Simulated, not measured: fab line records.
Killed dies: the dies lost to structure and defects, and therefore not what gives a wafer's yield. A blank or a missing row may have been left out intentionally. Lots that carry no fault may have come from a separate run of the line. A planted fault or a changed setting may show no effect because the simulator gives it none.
One fault through the eyes of 2 desks -- flow rit-cmos -- every desk sees just its own numbers, and what lay behind them comes last

== FROM THE METROLOGY DESK ==
What the gauges read, lot by lot, whatever tool the lot ran on: means of the sampled wafers that have a number. Any lot whose mean is over 4 standard deviations away from the usual mean is out of limits and marked OUT; that distance is given in the brackets.
Columns: A = NWELL_TW at RIT_NWELL_TW_MEAS_10, usual 2159; B = REOX_OXIDE_THK at RIT_REOX_THK_MEAS_04, usual 25.1 nm; C = PLDD_TW at RIT_PLDD_TW_MEAS_10, usual 2364; D = PLDD_RS at RIT_SDANNEAL_RS_MEAS_06, usual 178.6 ohm/sq
lot,first seen here,A,B,C,D
L303,day 1 22:05,2168,24.7,2360,178.7
L304,day 2 03:24,2144,25.5,2373,178.5
L306,day 2 13:56,2153,24.8,2367,178.7
L308,day 3 00:10,2174,25.1,2353,178.7
L309,day 3 09:48,2178,24.0,2376,178.6
L311,day 3 14:47,2162,25.1,2374,178.3
L313,day 4 02:25,2151,24.9,2354,178.6
L315,day 4 10:46,2153,25.2,2355,178.5
L316,day 4 19:14,2156,25.1,2362,179.0
L317,day 4 20:54,2154,25.9,2604 (+20) OUT,160.4 (-44) OUT
L318,day 5 02:34,2175,25.5,2362,178.4
L319,day 5 07:31,2158,25.4,2587 (+19) OUT,160.0 (-45) OUT
L320,day 5 10:55,2160,25.1,2580 (+18) OUT,160.8 (-43) OUT
L325,day 6 14:30,2165,24.7,2375,178.9
L326,day 6 17:58,2156,24.8,2373,178.2
Finding of this desk: L317, L319, L320 out of limits, first seen on L317 at day 5 23:00 (PLDD_TW at RIT_PLDD_TW_MEAS_10). L303, L304, L306, L308, L309, L311, L313, L315, L316, L318, L325, L326: within limits.

== TOOL OWNER'S DESK, implanter-01 ==
For each lot that ran on this tool, the mean over its sampled wafers that have a number, from the tool's own readings at RIT_PLDD_IMPLANT_08. Any lot whose mean is over 4 standard deviations away from the usual mean is out of limits and marked OUT; that distance is given in the brackets.
Columns: A = beam-on-s at RIT_PLDD_IMPLANT_08, usual 10.01 s; B = dose-ions-cm2 at RIT_PLDD_IMPLANT_08, usual 9.001e+14; C = faraday-current-uA at RIT_PLDD_IMPLANT_08, usual 2819
lot,first seen here,A,B,C
L303,day 2 21:31,9.95,9.000e+14,2827
L308,day 4 01:53,10.00,8.994e+14,2824
L313,day 5 01:37,9.99,9.001e+14,2825
L315,day 5 13:13,10.09,9.003e+14,2806
L317,day 5 22:40,14.47 (+22) OUT,9.012e+14,1951 (-15) OUT
L319,day 6 07:15,14.21 (+21) OUT,9.001e+14,1983 (-15) OUT
L320,day 6 09:44,14.32 (+22) OUT,9.008e+14,1969 (-15) OUT
This desk's finding: out of limits on L317, L319, L320; first on L317, day 5 22:40 (beam-on-s at RIT_PLDD_IMPLANT_08). L303, L308, L313, L315: within limits.

== TAKEN TOGETHER ==
The tool owner's desk had the chance to raise an alarm at day 5 22:40 on L317, L319, L320.
Metrology desk: alarm possible at day 5 23:00 on L317, L319, L320.
Every lot named ran RIT_PLDD_IMPLANT_08 on implanter-01.

== WHAT THE SIMULATOR HAD INSERTED ==
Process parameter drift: implanter-01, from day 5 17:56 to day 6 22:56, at RIT_PLDD_IMPLANT_08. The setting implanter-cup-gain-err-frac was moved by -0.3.
Struck lots among those shown: L317, L319, L320.
Delay (hours) between the fault's onset and each desk's first out-of-limits reading: 5 at the tool owner's desk, 5 at the metrology desk.
